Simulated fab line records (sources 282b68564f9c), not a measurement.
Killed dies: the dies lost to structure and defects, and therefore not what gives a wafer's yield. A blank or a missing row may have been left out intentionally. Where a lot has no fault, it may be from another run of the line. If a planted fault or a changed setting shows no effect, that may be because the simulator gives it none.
Problem report in the 8D (eight disciplines) form, filled by code / flow rit cmos / the parts of the form that need people (team, actions taken, sign-off) are left out

== 1. WHAT IS WRONG ==
SPACER_NITRIDE_THK at RIT_SPACER_THK_MEAS_04 reads a mean of 224.1 nm on 3 wafers of 1 lot; wafers without a fault read 249.9 nm with a standard deviation of 2.5. Measured from the usual mean, that is -10 standard deviations.
First seen on wafer L248.3, day 5 03:50, on film metro-04. At this step, 39 wafers from 13 lots have a number in the record. The rule behind "out" and "out of limits": a value lying over 4 standard deviations away from the usual mean. The other wafers with a number count as sound.

== 2. WHAT IT IS; WHAT IT IS NOT ==
question=which readings at this step | is=SPACER_NITRIDE_THK | is not=-
question=which lots | is=L248 | is not=L238, L239, L240, L241, L242, L243, L244, L245, L258, L259, L260, L261
question=which wafers of those lots | is=all that have a number | is not=-
question=read on which gauges | is=film metro-04 | is not=film metro-02, film metro-03
question=when | is=from day 5 03:50 | is not=up to then (24 sound wafers); but 12 sound wafers of L258, L259, L260, L261 came after

== 3. SUSPECTS, AND WHAT RULES EACH OUT ==
Counting: a tool stays on the suspect list if, at a process step up to the reading, it processed all lots that are out and no sound lot following the first of them.
- the gauge at RIT_SPACER_THK_MEAS_04: kept. All the wafers that are out were read on film metro-04, and no step on other tools shows them out.
- lpcvd-01 at RIT_SPACER_CVD_03 (deposits Si3N4 from SiH2Cl2/NH3, target thk 250 nm, time 3300 s): ruled out as a lasting fault. After its first lot that is out, L248 (day 5 01:54), sound lots L260 ran on it.
Left after counting: film metro-04 at RIT_SPACER_THK_MEAS_04.

== 4. THE CAUSE (what the simulator had put in) ==
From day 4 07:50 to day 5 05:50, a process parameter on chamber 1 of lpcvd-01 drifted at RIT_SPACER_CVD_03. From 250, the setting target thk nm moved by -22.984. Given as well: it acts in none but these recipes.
The count ruled it out by mistake, since the rule takes a fault to strike every lot its tool runs from the start of the fault on, and this one did not do so.

== 5. THE EFFECT CHAIN, in route order ==
Rows list readings where the struck wafers' mean (over those with a number) sits beyond 3 standard deviations from the usual. Scope: only readings with a usual standard deviation given in the record; hours: median across lots of the time from each lot's start at the first step in this table that gives one to its start at this step; sigmas: change in usual standard deviations.
hours=0; step=RIT_SPACER_THK_MEAS_04; reading=SPACER_NITRIDE_THK; usual=249.9 nm; on struck wafers=224.1; change=-25.8; sigmas=-10
hours=0; step=RIT_SPACER_ETCHBACK_05; reading=oes product au; usual=0.842 a.u.; on struck wafers=0.786; change=-0.056; sigmas=-4.3
Here are the process steps it includes:
- RIT_SPACER_ETCHBACK_05: etches Si3N4 in SF6/CHF3, stops on SiO2, target depth 250 nm, time 240 s.
At these later measuring or inspecting steps, every struck wafer for which the step has a row has a number for every such reading, and none has moved that far: RIT_NSD_OVL_MEAS_06, RIT_SDANNEAL_RS_MEAS_04.

== 6. HOW IT WOULD HAVE BEEN CAUGHT EARLIER ==
The first out-of-limits reading at a measuring or inspecting step in this record came at day 5 03:50, 20 hours after the fault's start at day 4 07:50.
No tool reading at RIT_SPACER_CVD_03 that has a usual standard deviation in the record was out on any struck wafer, so an alarm limit of 4 standard deviations on those readings would not have fired.
